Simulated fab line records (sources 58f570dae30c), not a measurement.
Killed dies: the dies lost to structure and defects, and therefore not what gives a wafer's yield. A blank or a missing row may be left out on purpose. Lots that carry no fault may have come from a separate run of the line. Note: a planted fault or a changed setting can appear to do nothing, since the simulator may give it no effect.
fab line records	flow berkeley_cmos170
[record] lots = 6	wafers = 18	last_day = 12
route steps=331 shown NVT@110 PVT@115 GATE@125 M3@331
lots untouched by any fault: they come from a run of this same line in which no faults occurred
start_h: start of the lot's first displayed wafer, in hours after the record's first day	wait_h: hours elapsed since this lot's preceding step	" same as the row above	L1.1+2: several wafers, shown together as one row	- either no value or no given start	* or withheld: withheld	< > ~ a bound
route shown NAME@n: a module of which the file shows steps, and the number in the route of the first	usual: mean/standard deviation taken from wafers without a fault	same: alike in all rows	chamber/n: place in a boat	sites: the reading at each site	_std_site: their standard deviation	_edge_site: the outer-site mean with the inner-site mean subtracted	radius_mm: for every site, how far away it sits from the centre of the wafer	mask NAME#n: copy n	behind: the last tool/chamber to shape the wafer	hold: what put the lot on hold/how long, in hours/how the hold closed	device: the transistor (n, p or np) that didn't switch	end of line: tests of these same wafers at the route's end	a step given without rows: its recipe and nothing more	killed: count of dies lost to structure and defects at first sort (not the wafer's yield)	map: the dies of a wafer, with x for killed, . for not killed, _ for no die there
set.NAME: the setting as run; set.NAME@STEP: as run at that earlier step	model.NAME: the simulator's own value behind a step, which no gauge read
lots seen at some steps along the route; tables by step, rows by wafer
services: the hour from which a tool's chamber was out of use, counted from the record's first day as start_h (under 0 if before that day), plus the number of hours and why
[[steps]]
[step UCB170_NVT_OVL_MEAS_06]
[usual] NVT_OVL = -1/6.3
lot.wafer	tool	chamber	start_h	wait_h	NVT_OVL[nm]
L371.1	overlay-02	-	150.80	-	-1
L371.2	"	-	"	"	8
L371.6	"	-	"	"	12
L380.1	overlay-02	-	189.41	-	-7
L380.4	"	-	"	"	-6
L380.5	"	-	"	"	-7
L383.4	overlay-01	-	200.62	-	2
L383.5	"	-	"	"	-6
L383.6	"	-	"	"	2
L384.1	overlay-01	-	201.03	-	-7
L384.2	"	-	"	"	-4
L384.5	"	-	"	"	-3
L382.3	overlay-01	-	201.32	-	-16
L382.4	"	-	"	"	-7
L382.6	"	-	"	"	-8
L387.1	overlay-01	-	227.25	-	-3
L387.2	"	-	"	"	-7
L387.4	"	-	"	"	-7
[step UCB170_NVT_IMPLANT_07]
[recipe] species = BF2	dose_cm2 = 3e+12	energy_kev = 50	tilt_deg = 7
[step UCB170_NVT_STRIP_08]
[recipe] chemistry = O2	power_w = 400	pressure_mtorr = 3500	platen_temp_c = withheld	o2_flow_sccm = 400	overash_fraction = 0.5
[usual] drypump_motor_current_A = 6.2/0.39	oes_product_au = 0.734/0.0046	strip_time_to_endpoint_s = 21.64/0.056
lot.wafer	tool	chamber	start_h	wait_h	drypump_motor_current_A	oes_product_au	rf_hours_counter_h	strip_time_to_endpoint_s
L371.1	plasma_asher-04	0	150.98	0.1	6.6	0.741	37	21.70
L371.2	"	1	"	"	6.1	0.729	37	21.70
L371.6	"	1	"	"	6.1	0.735	-	21.70
L380.1	plasma_asher-02	0	189.60	0.1	6.4	0.743	47	21.74
L380.4	"	0	"	"	6.4	0.737	-	21.65
L380.5	"	1	"	"	5.9	0.728	-	21.68
L383.4	plasma_asher-01	1	200.82	0.1	5.4	0.730	-	21.57
L383.5	"	0	"	"	6.4	0.738	-	21.68
L383.6	"	1	"	"	5.4	0.744	-	21.57
L384.1	plasma_asher-04	0	201.25	0.1	6.6	0.730	43	21.69
L384.2	"	1	"	"	6.1	0.727	43	21.61
L384.5	"	0	"	"	6.6	0.740	-	21.64
L382.3	plasma_asher-01	1	201.52	0.1	5.4	0.742	-	21.66
L382.4	"	0	"	"	6.4	0.732	-	21.69
L382.6	"	1	"	"	5.4	0.723	-	21.64
L387.1	plasma_asher-02	1	227.44	0.1	5.9	0.735	52	21.57
L387.2	"	0	"	"	6.4	0.737	52	21.58
L387.4	"	1	"	"	5.9	0.736	-	21.66
[step UCB170_NVT_TW_MEAS_09]
[usual] NVT_TW = 525.2/2.2
lot.wafer	tool	chamber	start_h	wait_h	NVT_TW
L371.1	film_metro-04	-	151.08	0.1	527.0
L371.2	"	-	"	"	526.1
L371.6	"	-	"	"	527.5
L380.1	film_metro-04	-	189.70	0.1	524.5
L380.4	"	-	"	"	523.7
L380.5	"	-	"	"	523.5
L383.4	film_metro-04	-	200.92	0.1	526.2
L383.5	"	-	"	"	523.9
L383.6	"	-	"	"	524.3
L384.1	film_metro-01	-	201.35	0.1	528.4
L384.2	"	-	"	"	528.6
L384.5	"	-	"	"	528.7
L382.3	film_metro-01	-	201.61	0.1	530.1
L382.4	"	-	"	"	528.6
L382.6	"	-	"	"	526.7
L387.1	film_metro-03	-	227.54	0.1	524.8
L387.2	"	-	"	"	521.8
L387.4	"	-	"	"	525.7
[step UCB170_NVT_CLEAN_10]
[recipe] chemistry = SPM	temp_c = 120	time_s = 600
[step UCB170_PVT_HMDS_00]
[recipe] prime_time_s = 60	prime_temp_c = 100
[step UCB170_PVT_COAT_01]
[recipe] resist = KrF	spin_rpm = 1500	resist_thk_nm = 900
[step UCB170_PVT_SOFTBAKE_02]
[recipe] resist = KrF	temp_c = 130	time_s = 60
[step UCB170_PVT_EXPOSE_03]
[recipe] mask_id = NWELL	target_cd_nm = 3000	na = 0.5	sigma_outer = 0.6	source_shape = conventional	dose_mj = 30
[step UCB170_PVT_PEB_04]
[recipe] peb_temp_c = 130	peb_time_s = withheld	resist = KrF
[step UCB170_PVT_DEVELOP_05]
[recipe] developer = TMAH	develop_time_s = 45	resist = KrF	dev_temp_c = 21
[step UCB170_PVT_OVL_MEAS_06]
[usual] PVT_OVL = -1/5.9
lot.wafer	tool	chamber	start_h	wait_h	PVT_OVL[nm]
L371.1	overlay-01	-	153.42	-	-12
L371.2	"	-	"	"	-11
L371.6	"	-	"	"	-9
L380.1	overlay-01	-	191.59	-	5
L380.4	"	-	"	"	12
L380.5	"	-	"	"	7
L383.4	overlay-02	-	202.14	-	8
L383.5	"	-	"	"	11
L383.6	"	-	"	"	6
L384.1	overlay-02	-	203.30	-	-4
L384.2	"	-	"	"	-4
L384.5	"	-	"	"	-9
L382.3	overlay-01	-	204.03	-	-6
L382.4	"	-	"	"	-9
L382.6	"	-	"	"	-7
L387.1	overlay-02	-	229.60	-	-2
L387.2	"	-	"	"	2
L387.4	"	-	"	"	-4
[step UCB170_PVT_IMPLANT_07]
[recipe] species = P	dose_cm2 = 2e+12	energy_kev = 30	tilt_deg = 7
[usual] beam_energy_keV = 30.003/0.011	dose_ions_cm2 = 2.0002e+12/2.2e+09	faraday_current_uA = 6.35/0.12	tilt_deg = 6.996/0.021
lot.wafer	tool	chamber	start_h	wait_h	beam_energy_keV	dose_ions_cm2	faraday_current_uA	tilt_deg
L371.1	implanter-03	0	153.46	0.0	29.980	1.9999e+12	6.33	7.007
L371.2	"	0	"	"	29.990	1.9973e+12	6.34	7.022
L371.6	"	0	"	"	29.985	1.9968e+12	6.56	7.005
L380.1	implanter-04	0	191.63	0.0	30.004	1.9981e+12	6.32	6.971
L380.4	"	0	"	"	30.002	2e+12	6.41	6.963
L380.5	"	0	"	"	30.006	2.0004e+12	6.48	6.983
L383.4	implanter-04	0	202.23	0.1	30.005	1.5597e+12	5.05	6.973
L383.5	"	0	"	"	30.002	1.5622e+12	5.05	6.967
L383.6	"	0	"	"	30.004	1.5642e+12	5.00	6.985
L384.1	implanter-02	0	203.33	0.0	30.016	2.0002e+12	6.45	7.014
L384.2	"	0	"	"	30.011	2.001e+12	6.16	7.025
L384.5	"	0	"	"	30.019	1.9983e+12	6.31	7.001
L382.3	implanter-03	0	204.11	0.1	29.988	1.9964e+12	6.41	7.000
L382.4	"	0	"	"	29.995	1.9981e+12	6.36	6.972
L382.6	"	0	"	"	30.002	1.997e+12	6.38	7.020
L387.1	implanter-04	0	229.64	0.0	30.012	1.5643e+12	5.01	7.028
L387.2	"	0	"	"	30.004	1.5617e+12	4.94	7.011
L387.4	"	0	"	"	30.019	1.5628e+12	5.00	7.001
[step UCB170_PVT_STRIP_08]
[recipe] chemistry = O2	power_w = 400	pressure_mtorr = 3500	platen_temp_c = withheld	o2_flow_sccm = 400	overash_fraction = 0.5
[usual] drypump_motor_current_A = 5.9/0.43	oes_product_au = 0.735/0.0043	strip_time_to_endpoint_s = 21.62/0.07
lot.wafer	tool	chamber	start_h	wait_h	drypump_motor_current_A	oes_product_au	rf_hours_counter_h	strip_time_to_endpoint_s
L371.1	plasma_asher-03	1	153.61	0.1	5.3	0.735	39	21.64
L371.2	"	0	"	"	5.6	0.735	39	21.67
L371.6	"	1	"	"	5.3	0.733	-	21.61
L380.1	plasma_asher-04	1	191.78	0.1	6.1	0.737	42	21.59
L380.4	"	1	"	"	6.1	0.732	-	21.56
L380.5	"	0	"	"	6.6	0.732	-	21.68
L383.4	plasma_asher-02	0	202.34	0.1	6.4	0.737	-	21.80
L383.5	"	1	"	"	5.9	0.737	-	21.74
L383.6	"	0	"	"	6.4	0.739	-	21.71
L384.1	plasma_asher-03	1	203.48	0.1	5.3	0.739	44	21.48
L384.2	"	0	"	"	5.7	0.731	44	21.50
L384.5	"	0	"	"	5.6	0.737	-	21.44
L382.3	plasma_asher-02	0	204.24	0.1	6.4	0.723	-	21.64
L382.4	"	1	"	"	5.9	0.740	-	21.56
L382.6	"	0	"	"	6.4	0.727	-	21.70
L387.1	plasma_asher-03	0	229.79	0.1	5.6	0.733	48	21.70
L387.2	"	1	"	"	5.3	0.728	48	21.63
L387.4	"	0	"	"	5.6	0.733	-	21.67
[step UCB170_PVT_TW_MEAS_09]
[usual] PVT_TW = 507/3.8
lot.wafer	tool	chamber	start_h	wait_h	PVT_TW
L371.1	film_metro-01	-	153.71	0.1	510
L371.2	"	-	"	"	507
L371.6	"	-	"	"	509
L380.1	film_metro-04	-	191.88	0.1	504
L380.4	"	-	"	"	508
L380.5	"	-	"	"	508
L383.4	film_metro-02	-	202.44	0.1	466
L383.5	"	-	"	"	465
L383.6	"	-	"	"	464
L384.1	film_metro-04	-	203.58	0.1	507
L384.2	"	-	"	"	508
L384.5	"	-	"	"	506
L382.3	film_metro-04	-	204.33	0.1	509
L382.4	"	-	"	"	507
L382.6	"	-	"	"	509
L387.1	film_metro-04	-	229.89	0.1	468
L387.2	"	-	"	"	474
L387.4	"	-	"	"	472
[step UCB170_GATE_WET_ETCH_00]
[recipe] chemistry = dHF	dilution = 25:1	target = SiO2	temp_c = 25	time_s = 200
[step UCB170_M3_PROBE_99]
lot.wafer	tool	chamber	start_h	wait_h	model.etest.pmos_0p6.r_on_ohm_um	model.etest.pmos_0p35.r_on_ohm_um	model.etest.pmos_turned.drive_ua_um	model.etest.pmos_0p35.drive_ua_um	model.etest.pmos_0p6.drive_ua_um	model.etest.pmos_narrow.drive_ua_um	model.etest.pmos_0p35.off_log10_a_um	model.etest.pmos_0p35.swing_mv_dec
L371.1	prober-01	-	207.99	0.1	8256	4523	306	292.2	165.9	148.3	-11.28	75.86
L371.2	prober-01	-	208.04	0.1	8069	4450	314.5	301.1	170.4	154.7	-11.18	75.39
L371.6	prober-01	-	208.24	0.2	8162	4513	309.4	295.1	166.2	147	-11.26	75.51
L380.1	prober-02	-	249.70	0.1	8316	4630	304.5	285.7	163	146.7	-11.36	75.47
L380.4	prober-02	-	249.85	0.2	8352	4657	302.1	288.6	162.4	146.1	-11.48	76.14
L380.5	prober-02	-	249.90	0.2	8549	4714	298.1	283	160.6	145.6	-11.51	76.28
L383.4	prober-02	-	265.12	0.2	8173	4500	312.8	298.1	171.4	154.5	-10.68	75.17
L383.6	prober-02	-	265.22	0.2	8264	4560	310.1	296.9	168.4	150.8	-10.66	75.77
L382.3	prober-01	-	266.13	0.2	8412	4703	299.6	286.5	162.5	146.5	-11.44	75.95
L382.4	prober-01	-	266.18	0.2	8769	4847	290.4	276.3	156.6	141.4	-11.76	76.55
L382.6	prober-01	-	266.28	0.2	8582	4761	295.6	282.9	159.9	143	-11.64	75.24
L384.1	prober-02	-	266.47	0.1	8333	4531	304.4	291.6	164.7	147.4	-11.29	75.59
L384.2	prober-02	-	266.52	0.1	8513	4652	300.4	285.4	160.5	143.6	-11.48	75.69
L384.5	prober-02	-	266.67	0.2	8386	4656	301.6	289.5	162.9	144.7	-11.5	75.76
L387.1	prober-01	-	281.75	0.1	8287	4546	313	300.8	168.9	151.1	-10.65	74.92
L387.2	prober-01	-	281.80	0.1	8046	4410	319	307.6	174.2	155.3	-10.55	74.75
L387.4	prober-01	-	281.90	0.2	8144	4461	314	302	171	156.1	-10.24	74.57
// killed by level:class
L371.2 M1:geometric_particle:short=2 V2:geometric_particle:short=1
L371.6 GATE:geometric_particle:open=1 SPACER:geometric_particle:short=1 V1:geometric_particle:open=1
L380.1 FIELD:geometric_particle:short=1 GATE:geometric_particle:short=1 M3:geometric_particle:open=1
L380.4 ACTIVE:geometric_particle:open=1 ACTIVE:geometric_particle:short=1 FIELD:geometric_particle:open=1 GATE:geometric_particle:open=1 SILICIDE:geometric_particle:open=1
L380.5 FIELD:geometric_particle:open=1 SCREENOX:geometric_particle:open=1 GATE:geometric_particle:short=1 M1:geometric_particle:short=1 V1:geometric_particle:open=1 ACTIVE:area_etch=1
L382.3 GATE:geometric_particle:short=2 V1:geometric_particle:short=2 START:geometric_particle:open=1 SILICIDE:geometric_particle:open=1 M1:geometric_particle:short=1
L382.4 SILICIDE:geometric_particle:open=2 SILICIDE:geometric_particle:short=1 M2:geometric_particle:short=1 V2:geometric_particle:open=1
L382.6 GATE:geometric_particle:short=1 V2:geometric_particle:open=1
L384.1 SACOX:geometric_particle:short=1 GATE:geometric_particle:open=1 SPACER:geometric_particle:open=1 SILICIDE:geometric_particle:open=1 M2:geometric_particle:short=1
L384.2 WELLDRIVE:geometric_particle:short=1
L384.5 SPACER:geometric_particle:short=1
L387.1 FIELD:geometric_particle:short=2 WELLDRIVE:geometric_particle:short=1 GATE:geometric_particle:short=1 GATE:geometric_particle:open=1 SILICIDE:geometric_particle:open=1 V1:geometric_particle:open=1
L387.2 GATE:geometric_particle:short=1 M3:geometric_particle:open=1
L387.4 FIELD:geometric_particle:short=1 FIELD:geometric_particle:open=1 SPACER:geometric_particle:open=1
[[services]]
tool	chamber	start_h	hours	kind
plasma_asher-04	-	127.14	1.7	repair
plasma_asher-04	-	127.64	11.0	repair
implanter-03	-	162.43	3.8	repair
implanter-02	-	172.92	5.2	pm
plasma_asher-03	-	175.78	0.5	repair
plasma_asher-04	-	192.81	0.7	repair
implanter-04	-	220.77	4.1	repair
[[key]]
[first_sign] step = UCB170_PVT_IMPLANT_07	reading = dose_ions_cm2	direction = down	sigmas = 99+	usual = 2.0002e+12	struck = 1.5625e+12
[effect] step = UCB170_PVT_IMPLANT_07	reading = faraday_current_uA	direction = down	sigmas = 11	usual = 6.35	struck = 5.01
[effect] step = UCB170_PVT_TW_MEAS_09	reading = PVT_TW	direction = down	sigmas = 10	usual = 507	struck = 468
[model_effect] step = UCB170_M3_PROBE_99	value = etest.pmos_0p6.r_on_ohm_um	without = 8409	struck = 8183
met_at UCB170_PVT_IMPLANT_07
struck_wafers L383.4,L383.5,L383.6,L387.1,L387.2,L387.4
sort_left_out L383.4,L383.5,L383.6
tester_left_out L383,L387
onset_between 191.63 202.23
[earlier_fault] kind = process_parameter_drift	tool = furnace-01	chamber = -	onset_h = 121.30	steps = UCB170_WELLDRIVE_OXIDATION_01	channel = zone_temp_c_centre	offset = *	shape = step	end_h = 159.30
[fault] kind = process_parameter_drift	tool = implanter-04	chamber = -	onset_h = 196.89	steps = UCB170_PVT_IMPLANT_07	channel = dose_cm2	offset = -4.4e+11	shape = step	end_h = 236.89	acts_in = these_recipes_only	stated = 2e+12
// tester_left_out: of these lots the tester's yield and bins aren't shown, on N5 and GAA mostly nor the transistor test; their killed dies are dies lost to structure and defects alone, not to doping, threshold or leakage, so they don't give the yield
// sort_left_out: the simulated sort isn't trusted on such a fault, so these wafers' sort isn't shown, and their yield isn't known
